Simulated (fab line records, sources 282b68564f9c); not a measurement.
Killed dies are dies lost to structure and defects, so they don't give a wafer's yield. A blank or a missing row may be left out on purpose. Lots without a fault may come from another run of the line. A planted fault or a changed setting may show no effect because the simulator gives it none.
fab line records | flow rit_cmos
record lots=6 wafers=18 last_day=6
route steps=202 shown GATE@89 REOX@98 NLDD@103 PLDD@114 SPACER@125 M1@202
lots that met no fault: from a run of the same line without faults
start_h: hours from the record's first day to the start of the lot's first wafer shown | wait_h: hours since the lot's step before | " the same as in the row above | L1.1+2: a row that stands for several wafers | - no value, or no start given | * or withheld: withheld | < > ~ a bound
route shown NAME@n: a module of which the file shows steps, and the number in the route of the first | usual: mean/standard deviation of fault-free wafers | same: alike in all rows | chamber/n: place in a boat | sites: the reading at each site | _std_site: their standard deviation | _edge_site: outer sites' mean less inner sites' | radius_mm: how far each site lies from the wafer's centre | mask NAME#n: copy n | behind: the tool/chamber that last shaped the wafer | hold: why the lot was held/for how many hours/how that ended | device: the transistor (n, p or np) that didn't switch | end of line: the same wafers' tests at the end of the route | a step without rows: its recipe alone | killed: dies lost to structure and defects at the first sort, not the wafer's yield | map: a wafer's dies, x killed, . not, _ none there
set.NAME: the setting as run; set.NAME@STEP: as run at that earlier step | model.NAME: the simulator's own value behind a step, which no gauge read
lots at some steps of the route; a table a step, a row a wafer
services: from which hour (start_h, from the record's first day; less than 0 if before it) a tool's chamber was out of use, for how many hours, and why
## steps
# step RIT_GATE_EXPOSE_13
# recipe mask_id=M6 na=0.6 source_shape=conventional sigma_outer=0.6 target_cd_nm=150 dose_mj=380
# step RIT_GATE_PEB_14
# recipe resist=NOVOLAK temp_c=withheld time_s=withheld
# step RIT_GATE_DEVELOP_15
# recipe resist=NOVOLAK develop_time_s=50 dev_temp_c=23
# step RIT_GATE_CD_MEAS_16
# recipe target_cd_nm=150
# usual cd_nm=150.1/2.9
# columns lot.wafer tool chamber start_h wait_h cd_nm
L938.2 cd_sem-01 - 52.30 - 151.8
L938.3 " - " " 153.0
L938.4 " - " " 152.3
L944.1 cd_sem-01 - 81.44 - 146.0
L944.2 " - " " 148.8
L944.6 " - " " 147.2
L945.2 cd_sem-02 - 86.56 - 150.5
L945.3 " - " " 148.9
L945.6 " - " " 149.7
L946.1 cd_sem-01 - 90.98 - 146.0
L946.5 " - " " 147.1
L946.6 " - " " 149.3
L953.1 cd_sem-01 - 126.58 - 148.2
L953.2 " - " " 147.6
L953.4 " - " " 147.2
L954.3 cd_sem-01 - 131.49 - 150.1
L954.5 " - " " 150.4
L954.6 " - " " 152.6
# step RIT_GATE_OVL_MEAS_17
# usual GATE_OVL=-0.9/1.3
# columns lot.wafer tool chamber start_h wait_h GATE_OVL[nm]
L938.2 overlay-01 - 52.41 0.1 0.7
L938.3 " - " " 1.6
L938.4 " - " " 0.4
L944.1 overlay-01 - 81.56 0.1 -0.4
L944.2 " - " " -0.5
L944.6 " - " " -0.8
L945.2 overlay-01 - 86.67 0.1 -0.9
L945.3 " - " " -0.6
L945.6 " - " " 0.7
L946.1 overlay-02 - 91.10 0.1 -0.1
L946.5 " - " " -1.1
L946.6 " - " " -1.2
L953.1 overlay-02 - 126.70 0.1 -2.3
L953.2 " - " " -0.2
L953.4 " - " " -0.1
L954.3 overlay-02 - 131.58 0.1 -0.2
L954.5 " - " " 0.3
L954.6 " - " " 1.0
# step RIT_GATE_HARDBAKE_18
# recipe resist=NOVOLAK temp_c=140 time_s=60
# step RIT_GATE_ETCH_19
# recipe chemistry=SF6/CHF3/O2 time_s=165 SF6_flow_sccm=30 CHF3_flow_sccm=30 O2_flow_sccm=5 target=poly-Si pressure_mtorr=40 rf_w=160 target_depth_a=3125 over_etch_frac=0.25 stop_on=SiO2
# usual chamber_pressure_mTorr=40.00/0.033 drypump_motor_current_A=6.1/0.53 oes_product_au=0.846/0.014 throttle_valve_pct=10.33/0.08
# columns lot.wafer tool chamber start_h wait_h chamber_pressure_mTorr drypump_motor_current_A oes_product_au rf_hours_counter_h throttle_valve_pct
L938.2 rie_si-01 3 52.59 0.1 39.96 6.4 0.823 42 10.35
L938.3 " 2 " " 40.01 6.6 0.857 2 10.30
L938.4 " 0 " " 39.99 5.4 0.849 22 10.27
L944.1 rie_si-01 2 81.83 0.1 39.99 6.7 0.850 3 10.31
L944.2 " 3 " " 39.99 6.4 0.822 42 10.34
L944.6 " 2 " " 40.01 6.6 0.850 - 10.30
L945.2 rie_si-02 1 86.95 0.1 40.05 5.9 0.831 46 10.16
L945.3 " 3 " " 40.01 6.4 0.849 152 10.41
L945.6 " 0 " " 39.97 6.5 0.855 - 10.42
L946.1 rie_si-01 3 91.29 0.1 40.04 6.4 0.831 42 10.36
L946.5 " 0 " " 40.07 5.4 0.847 - 10.27
L946.6 " 3 " " 40.03 6.4 0.833 - 10.36
L953.1 rie_si-02 2 126.89 0.1 40.03 5.0 0.860 0 10.40
L953.2 " 0 " " 39.96 6.5 0.861 61 10.42
L953.4 " 3 " " 40.07 6.4 0.849 0 10.38
L954.3 rie_si-01 2 131.76 0.1 40.00 6.6 0.867 3 10.30
L954.5 " 3 " " 40.01 6.4 0.821 - 10.35
L954.6 " 0 " " 39.99 5.4 0.861 - 10.27
# step RIT_GATE_STRIP_20
# recipe chemistry=O2 time_s=180 resist=NOVOLAK platen_temp_c=withheld power_w=500 pressure_mtorr=4000 o2_flow_sccm=4000
# usual chamber_pressure_mTorr=4000/3.9 drypump_motor_current_A=5.8/0.46
# columns lot.wafer tool chamber start_h wait_h chamber_pressure_mTorr drypump_motor_current_A rf_hours_counter_h
L938.2 plasma_asher-03 0 52.69 0.1 3998 6.7 43
L938.3 " 0 " " 3994 6.7 -
L938.4 " 1 " " 4002 5.6 -
L944.1 plasma_asher-03 0 81.94 0.1 4003 6.7 47
L944.2 " 1 " " 3995 5.7 47
L944.6 " 0 " " 4001 6.7 -
L945.2 plasma_asher-02 0 87.06 0.1 4005 6.1 48
L945.3 " 1 " " 4004 5.1 -
L945.6 " 0 " " 4004 6.2 -
L946.1 plasma_asher-04 1 91.39 0.1 3995 5.7 47
L946.5 " 0 " " 3994 5.9 -
L946.6 " 1 " " 4002 5.7 -
L953.1 plasma_asher-04 1 127.00 0.1 4004 5.7 1
L953.2 " 0 " " 3995 5.9 1
L953.4 " 0 " " 3999 5.9 -
L954.3 plasma_asher-02 1 131.92 0.1 3992 5.1 -
L954.5 " 1 " " 3995 5.1 -
L954.6 " 0 " " 4000 6.1 -
# step RIT_GATE_CD_MEAS_90
# recipe target_cd_nm=150
# usual cd_nm=150.1/2.9
# columns lot.wafer tool chamber start_h wait_h cd_nm
L938.2 cd_sem-01 - 52.89 0.1 151.5
L938.3 " - " " 153.0
L938.4 " - " " 152.6
L944.1 cd_sem-01 - 82.11 0.1 146.0
L944.2 " - " " 148.4
L944.6 " - " " 147.1
L945.2 cd_sem-02 - 87.25 0.1 149.5
L945.3 " - " " 148.9
L945.6 " - " " 149.5
L946.1 cd_sem-02 - 91.57 0.1 146.0
L946.5 " - " " 147.0
L946.6 " - " " 148.7
L953.1 cd_sem-01 - 127.17 0.1 148.4
L953.2 " - " " 147.5
L953.4 " - " " 147.6
L954.3 cd_sem-01 - 132.08 0.1 150.0
L954.5 " - " " 150.2
L954.6 " - " " 153.3
# step RIT_REOX_CLEAN_00
# recipe chemistry=SC1 mix=3:3:50 time_s=600 temp_c=75
# step RIT_REOX_CLEAN_01
# recipe chemistry=dHF dilution=50:1 time_s=30
# step RIT_REOX_CLEAN_02
# recipe chemistry=SC2 mix=3:3:50 time_s=600 temp_c=75 dry=n2_spin
# step RIT_REOX_OXIDATION_03
# recipe temp_c=900 ambient=O2 target_thk_a=252 ox_time_s=5580
# usual spike_tc_centre_C=902.8/0.97 spike_tc_load_C=926.1/1.2 spike_tc_source_C=923.3/1.4 tube_center_temp_C=900.01/0.076 tube_center_temp_C_max=902.3/0.4 zone_power_centre_pct=38.2/0.92
# columns lot.wafer tool chamber start_h wait_h spike_tc_centre_C spike_tc_load_C spike_tc_source_C tube_center_temp_C tube_center_temp_C_max zone_power_centre_pct model.SiO2_of_REOX_OXIDATION_03.thk_nm
L938.2 furnace-02 0 53.37 0.0 903.1 925.7 922.8 900.04 902.3 37.5 25.65
L938.3 " 0 " " 903.2 924.6 921.8 899.97 902.9 37.9 25.41
L938.4 " 0 " " 902.8 925.5 923.0 900.1 902.5 37.7 25.62
L944.1 furnace-02 0 82.63 0.0 900.4 925.6 923.6 899.96 902.0 38.0 25.31
L944.2 " 0 " " 904.3 926.4 923.4 900.14 902.9 38.3 25.79
L944.6 " 0 " " 902.8 926.4 922.1 900 903.0 37.6 25.2
L945.2 furnace-03 0 87.72 0.0 903.1 926.5 922.5 900.03 902.1 38.4 25.39
L945.3 " 0 " " 904.2 924.9 924.9 900.01 902.0 38.5 24.73
L945.6 " 0 " " 903.8 925.5 924.4 899.98 902.2 38.1 25.28
L946.1 furnace-01 0 92.06 0.0 902.6 928.8 926.0 900 902.1 40.7 26.09
L946.5 " 0 " " 902.0 927.3 926.5 899.93 902.4 40.9 25.87
L946.6 " 0 " " 901.7 928.1 926.4 899.76 902.4 40.6 25.84
L953.1 furnace-02 0 128.32 0.7 896.9 921.6 915.6 894.19 896.4 37.6 23.43
L953.2 " 0 " " 897.5 921.4 919.1 894.12 896.9 38.0 23.75
L953.4 " 0 " " 897.4 920.3 917.9 894.27 896.9 37.4 23.8
L954.3 furnace-02 0 132.53 0.0 897.8 920.6 916.4 894.09 896.2 37.9 23.48
L954.5 " 0 " " 894.4 918.1 916.1 894.23 896.6 37.6 23.48
L954.6 " 0 " " 898.3 922.5 915.5 894.1 896.2 37.3 23.84
# step RIT_REOX_THK_MEAS_04
# recipe reads=SiO2_of_REOX_OXIDATION_03
# usual REOX_OXIDE_THK=25.3/0.5
# columns lot.wafer tool chamber start_h wait_h REOX_OXIDE_THK[nm]
L938.2 film_metro-02 - 55.93 0.0 25.6
L938.3 " - " " 25.4
L938.4 " - " " 25.6
L944.1 film_metro-04 - 85.18 0.0 25.4
L944.2 " - " " 25.8
L944.6 " - " " 25.2
L945.2 film_metro-02 - 90.28 0.0 25.4
L945.3 " - " " 24.7
L945.6 " - " " 25.3
L946.1 film_metro-02 - 94.61 0.0 26.0
L946.5 " - " " 25.9
L946.6 " - " " 25.8
L953.1 film_metro-02 - 130.87 0.0 23.4
L953.2 " - " " 23.8
L953.4 " - " " 23.8
L954.3 film_metro-02 - 135.10 0.0 23.5
L954.5 " - " " 23.5
L954.6 " - " " 23.9
# step RIT_NLDD_HMDS_00
# recipe prime_time_s=60 prime_temp_c=140
# step RIT_NLDD_COAT_01
# recipe resist=NOVOLAK spin_rpm=3250 resist_thk_nm=1000
# step RIT_NLDD_SOFTBAKE_02
# recipe resist=NOVOLAK temp_c=90 time_s=60
# step RIT_NLDD_EXPOSE_03
# recipe mask_id=M7 na=0.57 target_cd_nm=40700 dose_mj=250
# step RIT_NLDD_PEB_04
# recipe resist=NOVOLAK temp_c=withheld time_s=withheld
# step RIT_NLDD_DEVELOP_05
# recipe resist=NOVOLAK develop_time_s=50 dev_temp_c=23
# step RIT_NLDD_OVL_MEAS_06
# usual NLDD_OVL=0.2/1.1
# columns lot.wafer tool chamber start_h wait_h NLDD_OVL[nm]
L938.2 overlay-01 - 57.11 - -0.7
L938.3 " - " " 1.6
L938.4 " - " " 1.0
L944.1 overlay-01 - 86.09 - 1.3
L944.2 " - " " 0.2
L944.6 " - " " 1.8
L945.2 overlay-01 - 91.19 - -0.4
L945.3 " - " " 0.6
L945.6 " - " " 0.1
L946.1 overlay-02 - 95.56 - 0.5
L946.5 " - " " 1.9
L946.6 " - " " 0.8
L953.1 overlay-02 - 131.90 - 0.1
L953.2 " - " " 1.5
L953.4 " - " " 0.1
L954.3 overlay-01 - 136.00 - -0.6
L954.5 " - " " -0.3
L954.6 " - " " -1.6
# step RIT_NLDD_HARDBAKE_07
# recipe resist=NOVOLAK temp_c=140 time_s=60
# step RIT_NLDD_IMPLANT_08
# recipe species=P energy_kev=20 dose_cm2=5e+14 tilt_deg=7
# step RIT_NLDD_STRIP_09
# recipe chemistry=O2 time_s=180 resist=NOVOLAK platen_temp_c=withheld power_w=500 pressure_mtorr=4000 o2_flow_sccm=4000
# usual chamber_pressure_mTorr=3999/3.7 drypump_motor_current_A=5.6/0.49
# columns lot.wafer tool chamber start_h wait_h chamber_pressure_mTorr drypump_motor_current_A rf_hours_counter_h
L938.2 plasma_asher-01 1 57.44 0.1 4003 5.2 18
L938.3 " 1 " " 3997 5.2 -
L938.4 " 0 " " 3997 5.2 -
L944.1 plasma_asher-03 1 86.44 0.1 4008 5.7 47
L944.2 " 0 " " 4001 6.7 47
L944.6 " 1 " " 4003 5.7 -
L945.2 plasma_asher-01 0 91.59 0.1 4000 5.2 22
L945.3 " 1 " " 4007 5.2 -
L945.6 " 1 " " 4001 5.2 -
L946.1 plasma_asher-03 1 95.90 0.1 3997 5.7 48
L946.5 " 0 " " 4003 6.7 -
L946.6 " 1 " " 3997 5.7 -
L953.1 plasma_asher-04 0 132.24 0.1 3997 5.9 1
L953.2 " 1 " " 3999 5.7 1
L953.4 " 0 " " 4003 5.9 -
L954.3 plasma_asher-01 1 136.38 0.1 3994 5.2 -
L954.5 " 0 " " 4002 5.2 -
L954.6 " 1 " " 4003 5.2 -
# step RIT_NLDD_TW_MEAS_10
# usual NLDD_TW=2491/21
# columns lot.wafer tool chamber start_h wait_h NLDD_TW
L938.2 film_metro-03 - 57.63 0.1 2491
L938.3 " - " " 2491
L938.4 " - " " 2502
L944.1 film_metro-01 - 86.62 0.1 2498
L944.2 " - " " 2501
L944.6 " - " " 2493
L945.2 film_metro-01 - 91.77 0.1 2490
L945.3 " - " " 2495
L945.6 " - " " 2492
L946.1 film_metro-01 - 96.07 0.1 2492
L946.5 " - " " 2482
L946.6 " - " " 2493
L953.1 film_metro-03 - 132.41 0.1 2495
L953.2 " - " " 2516
L953.4 " - " " 2498
L954.3 film_metro-04 - 136.52 0.1 2468
L954.5 " - " " 2471
L954.6 " - " " 2452
# step RIT_PLDD_HMDS_00
# recipe prime_time_s=60 prime_temp_c=140
# step RIT_PLDD_COAT_01
# recipe resist=NOVOLAK spin_rpm=3250 resist_thk_nm=1000
# step RIT_PLDD_SOFTBAKE_02
# recipe resist=NOVOLAK temp_c=90 time_s=60
# step RIT_PLDD_EXPOSE_03
# recipe mask_id=M8 na=0.57 target_cd_nm=40900 dose_mj=250
# step RIT_PLDD_PEB_04
# recipe resist=NOVOLAK temp_c=withheld time_s=withheld
# step RIT_PLDD_DEVELOP_05
# recipe resist=NOVOLAK develop_time_s=50 dev_temp_c=23
# step RIT_PLDD_OVL_MEAS_06
# usual PLDD_OVL=0.0/1.1
# columns lot.wafer tool chamber start_h wait_h PLDD_OVL[nm]
L938.2 overlay-02 - 58.54 - 0.2
L938.3 " - " " -1.3
L938.4 " - " " -1.0
L944.1 overlay-01 - 87.53 - -1.3
L944.2 " - " " 0.6
L944.6 " - " " 1.4
L945.2 overlay-01 - 92.68 - 0.6
L945.3 " - " " 1.1
L945.6 " - " " 3.2
L946.1 overlay-01 - 97.13 - -1.8
L946.5 " - " " -1.8
L946.6 " - " " -1.9
L953.1 overlay-02 - 133.32 - 0.2
L953.2 " - " " -0.7
L953.4 " - " " -0.2
L954.3 overlay-02 - 137.58 - -0.4
L954.5 " - " " 0.8
L954.6 " - " " -1.2
# step RIT_PLDD_HARDBAKE_07
# recipe resist=NOVOLAK temp_c=140 time_s=60
# step RIT_PLDD_IMPLANT_08
# recipe species=BF2 energy_kev=20 dose_cm2=9e+14 tilt_deg=7
# step RIT_PLDD_STRIP_09
# recipe chemistry=O2 time_s=180 resist=NOVOLAK platen_temp_c=withheld power_w=500 pressure_mtorr=4000 o2_flow_sccm=4000
# usual chamber_pressure_mTorr=4000/3.7 drypump_motor_current_A=5.6/0.36
# columns lot.wafer tool chamber start_h wait_h chamber_pressure_mTorr drypump_motor_current_A rf_hours_counter_h
L938.2 plasma_asher-04 0 58.87 0.1 4002 5.9 43
L938.3 " 1 " " 4001 5.7 -
L938.4 " 0 " " 3996 5.9 -
L944.1 plasma_asher-04 1 87.86 0.1 4001 5.7 46
L944.2 " 0 " " 3995 5.9 46
L944.6 " 0 " " 4002 5.9 -
L945.2 plasma_asher-01 1 93.01 0.1 3995 5.2 22
L945.3 " 0 " " 4004 5.2 -
L945.6 " 1 " " 3999 5.2 -
L946.1 plasma_asher-01 1 97.47 0.1 3999 5.2 22
L946.5 " 1 " " 4000 5.2 -
L946.6 " 0 " " 3996 5.2 -
L953.1 plasma_asher-04 0 133.66 0.1 3995 5.8 2
L953.2 " 1 " " 4006 5.7 2
L953.4 " 1 " " 4004 5.7 -
L954.3 plasma_asher-04 1 137.96 0.1 3998 5.7 -
L954.5 " 1 " " 4001 5.7 -
L954.6 " 0 " " 4004 5.9 -
# step RIT_PLDD_TW_MEAS_10
# usual PLDD_TW=2345/23
# columns lot.wafer tool chamber start_h wait_h PLDD_TW
L938.2 film_metro-03 - 59.05 0.1 2365
L938.3 " - " " 2353
L938.4 " - " " 2352
L944.1 film_metro-03 - 88.04 0.1 2362
L944.2 " - " " 2376
L944.6 " - " " 2369
L945.2 film_metro-01 - 93.19 0.1 2353
L945.3 " - " " 2359
L945.6 " - " " 2353
L946.1 film_metro-03 - 97.64 0.1 2362
L946.5 " - " " 2362
L946.6 " - " " 2359
L953.1 film_metro-04 - 133.84 0.1 2311
L953.2 " - " " 2327
L953.4 " - " " 2330
L954.3 film_metro-04 - 138.10 0.1 2299
L954.5 " - " " 2313
L954.6 " - " " 2322
# step RIT_SPACER_CLEAN_00
# recipe chemistry=SC1 mix=3:3:50 time_s=600 temp_c=75
# columns lot.wafer tool chamber start_h wait_h model.SiO2_of_REOX_OXIDATION_03.thk_nm
L938.2 wet_bench-03 3 59.10 0.0 23.68
L938.3 " 3 " " 23.46
L938.4 " 3 " " 23.64
L944.1 wet_bench-04 0 88.10 0.1 23.36
L944.2 " 0 " " 23.8
L944.6 " 0 " " 23.26
L945.2 wet_bench-03 1 93.24 0.0 23.43
L945.3 " 1 " " 22.81
L945.6 " 1 " " 23.31
L946.1 wet_bench-03 0 97.70 0.1 24.09
L946.5 " 0 " " 23.89
L946.6 " 0 " " 23.86
L953.1 wet_bench-03 0 133.90 0.1 21.61
L953.2 " 0 " " 21.91
L953.4 " 0 " " 21.95
L954.3+5 wet_bench-03 0 138.14 0.0 21.71
L954.6 " 0 " " 22.04
# step RIT_SPACER_CLEAN_01
# recipe chemistry=dHF dilution=50:1 time_s=30
# step RIT_M1_PROBE_99
# usual killed_at_contacts=0.1/0.26 killed_at_front_end=7.5/2.8 killed_dies=7.6/2.8 killed_open=3.9/2.1 killed_short=3.7/1.7
# same gross_dies=264 killed_at_M0_to_M3=0 killed_at_M4_up=0 killed_at_back_side=0 killed_at_other=0
# columns lot.wafer tool chamber start_h wait_h killed_at_contacts killed_at_front_end killed_dies killed_open killed_short model.etest.pmos_turned.r_on_ohm_um model.etest.pldd.rs_ohm_sq model.etest.nmos_turned.drive_ua_um model.etest.nldd.rs_ohm_sq model.etest.pldd.line_ohm_um model.etest.pmos_turned.drive_ua_um model.etest.nldd.line_ohm_um model.etest.pmos_turned.overlap_ff_um
L938.2 prober-02 - 73.63 0.1 0 8 8 4 4 3385 491 310.2 392.2 153.8 193 126.2 0.3576
L938.3 prober-02 - 73.68 0.2 0 8 8 3 5 3417 473.2 312.5 389 151.3 190.5 123.7 0.3617
L938.4 prober-02 - 73.73 0.2 0 10 10 4 6 3437 484.1 307.9 393 152.7 189 124.5 0.3584
L944.1 prober-02 - 101.71 0.1 1 7 8 4 4 3366 511.7 330.4 378.7 159.9 193.6 118.6 0.351
L944.2 prober-02 - 101.76 0.1 0 7 7 3 4 3502 537.2 318.2 389 170.2 184.7 121.9 0.344
L944.6 prober-02 - 101.96 0.2 0 7 7 3 4 3358 506.5 333.6 376.7 158.5 195.4 118.8 0.3567
L945.2 prober-01 - 107.28 0.1 0 7 7 4 3 3500 525.2 307.3 388.7 167.9 186.5 122.8 0.3487
L945.3 prober-01 - 107.33 0.2 0 5 5 3 2 3412 491.6 320.5 374.3 159.9 193.8 118 0.3602
L945.6 prober-01 - 107.48 0.2 0 6 6 2 4 3505 523.6 314 386.4 165.4 187.3 121.6 0.3532
L946.1 prober-02 - 111.55 0.1 0 9 9 5 4 3476 547 312.7 384.1 168.6 185.1 119.5 0.3437
L946.5 prober-02 - 111.75 0.2 0 8 8 5 3 3489 530.5 317.8 373.4 164.7 183.1 119.2 0.3421
L946.6 prober-02 - 111.80 0.2 0 4 4 1 3 3497 530.9 312.8 376.1 167.4 182.5 117.5 0.3464
L953.1 prober-01 - 148.61 0.1 0 6 6 2 4 3233 430.6 359.2 342.5 134.6 206.4 108.2 0.3722
L953.2 prober-01 - 148.66 0.1 0 8 8 4 4 3252 447.1 358.8 348 138 204.1 109.3 0.3652
L953.4 prober-01 - 148.76 0.2 0 1 1 1 0 3193 447.7 361.1 346.9 138.8 207.8 110.8 0.3714
L954.3 prober-02 - 151.71 0.2 0 6 6 4 2 3209 425.1 349.9 353.7 136.1 206 111.5 0.3786
L954.5 prober-02 - 151.81 0.2 0 10 10 8 2 3263 422.9 352.4 354.9 133.9 206.7 114.4 0.3805
L954.6 prober-02 - 151.86 0.2 0 9 9 3 6 3332 436.4 334.3 360.6 136.6 199.3 114.9 0.3721
# killed by level:class
L938.2 REOX:geometric_particle:open=2 FOX2:geometric_particle:open=1 FOX2:geometric_particle:short=1 GATE:geometric_particle:short=1 GATE:geometric_particle:open=1 REOX:geometric_particle:short=1 SILICIDE:geometric_particle:short=1
L938.3 GATE:geometric_particle:short=2 REOX:geometric_particle:short=2 FOX1:geometric_particle:open=1 FOX2:geometric_particle:short=1 GATE:geometric_particle:open=1 REOX:geometric_particle:open=1
L938.4 GATE:geometric_particle:open=3 SILICIDE:geometric_particle:short=3 GATE:geometric_particle:short=2 FOX1:geometric_particle:open=1 FOX1:geometric_particle:short=1
L944.1 GATE:geometric_particle:open=3 GATE:geometric_particle:short=2 FOX1:geometric_particle:open=1 REOX:geometric_particle:short=1 CONTACT:geometric_particle:short=1
L944.2 GATE:geometric_particle:short=2 FOX1:geometric_particle:short=1 FOX1:geometric_particle:open=1 GATE:geometric_particle:open=1 SPACER:geometric_particle:open=1 SPACER:geometric_particle:short=1
L944.6 REOX:geometric_particle:short=3 SILICIDE:geometric_particle:open=2 GATE:geometric_particle:short=1 REOX:geometric_particle:open=1
L945.2 GATE:geometric_particle:open=3 REOX:geometric_particle:short=2 REOX:geometric_particle:open=1 SILICIDE:geometric_particle:short=1
L945.3 FOX2:geometric_particle:short=1 GATE:geometric_particle:open=1 GATE:geometric_particle:short=1 REOX:geometric_particle:open=1 SPACER:geometric_particle:open=1
L945.6 GATE:geometric_particle:short=3 FOX1:geometric_particle:open=1 REOX:geometric_particle:short=1 SPACER:geometric_particle:open=1
L946.1 GATE:geometric_particle:short=3 GATE:geometric_particle:open=2 SPACER:geometric_particle:open=2 REOX:geometric_particle:open=1 SPACER:geometric_particle:short=1
L946.5 GATE:geometric_particle:open=3 SPACER:geometric_particle:short=3 SPACER:geometric_particle:open=2
L946.6 SILICIDE:geometric_particle:short=1 GATE:geometric_particle:short=1 REOX:geometric_particle:short=1 REOX:geometric_particle:open=1
L953.1 GATE:geometric_particle:short=3 FOX2:geometric_particle:short=1 GATE:geometric_particle:open=1 SILICIDE:geometric_particle:open=1
L953.2 FOX1:geometric_particle:open=2 FOX1:geometric_particle:short=1 GATE:geometric_particle:open=1 GATE:geometric_particle:short=1 SPACER:geometric_particle:short=1 SILICIDE:geometric_particle:short=1 SILICIDE:geometric_particle:open=1
L953.4 SPACER:geometric_particle:open=1
L954.3 GATE:geometric_particle:open=2 FOX1:geometric_particle:short=1 FOX1:geometric_particle:open=1 GATE:geometric_particle:short=1 SPACER:geometric_particle:open=1
L954.5 FOX1:geometric_particle:open=3 GATE:geometric_particle:open=2 SPACER:geometric_particle:open=2 FOX2:geometric_particle:short=1 FOX2:geometric_particle:open=1 GATE:geometric_particle:short=1
L954.6 GATE:geometric_particle:short=2 SPACER:geometric_particle:short=2 FOX1:geometric_particle:short=1 FOX1:geometric_particle:open=1 GATE:geometric_particle:open=1 SPACER:geometric_particle:open=1 SILICIDE:geometric_particle:short=1
## services
# columns tool chamber start_h hours kind
rie_si-02 0 36.64 3.2 repair
rie_si-02 2 67.94 - clean
rie_si-02 2 67.94 26.7 scheduled_down
rie_si-02 2 67.94 26.7 vent_cycle
rie_si-02 3 101.30 - clean
rie_si-02 3 101.30 23.2 scheduled_down
rie_si-02 3 101.30 23.2 vent_cycle
furnace-02 - 107.05 2.6 pm
plasma_asher-04 - 108.75 9.0 pm
plasma_asher-04 0 108.75 9.0 vent_cycle
plasma_asher-04 1 108.75 9.0 vent_cycle
rie_si-02 - 117.34 0.5 repair
plasma_asher-04 0 117.75 - clean
plasma_asher-04 1 117.75 - clean
plasma_asher-03 - 132.28 2.8 pm
plasma_asher-01 - 137.26 4.1 repair
## key
first_sign step=RIT_REOX_OXIDATION_03 reading=tube_center_temp_C direction=down sigmas=65 usual=* struck=*
effect step=RIT_REOX_OXIDATION_03 reading=tube_center_temp_C_max direction=down sigmas=15 usual=* struck=*
effect step=RIT_REOX_THK_MEAS_04 reading=REOX_OXIDE_THK direction=down sigmas=3.2 usual=25.3 struck=23.6
model_effect step=RIT_REOX_OXIDATION_03 value=SiO2_of_REOX_OXIDATION_03.thk_nm without=25.09 struck=23.63
model_effect step=RIT_SPACER_CLEAN_00 value=SiO2_of_REOX_OXIDATION_03.thk_nm without=23.18 struck=21.82
model_effect step=RIT_M1_PROBE_99 value=etest.pmos_turned.r_on_ohm_um without=3451 struck=3247
met_at RIT_REOX_OXIDATION_03
struck_wafers L953.1,L953.2,L953.4,L954.3,L954.5,L954.6
tester_left_out L953,L954
onset_between 82.63 128.32
fault kind=process_parameter_drift tool=furnace-02 chamber=- onset_h=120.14 steps=RIT_REOX_OXIDATION_03 channel=temp_c offset=* shape=step end_h=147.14 acts_in=* stated=*
# tester_left_out: of these lots the tester's yield and bins aren't shown, on N5 and GAA mostly nor the transistor test; their killed dies are dies lost to structure and defects alone, not to doping, threshold or leakage, so they don't give the yield
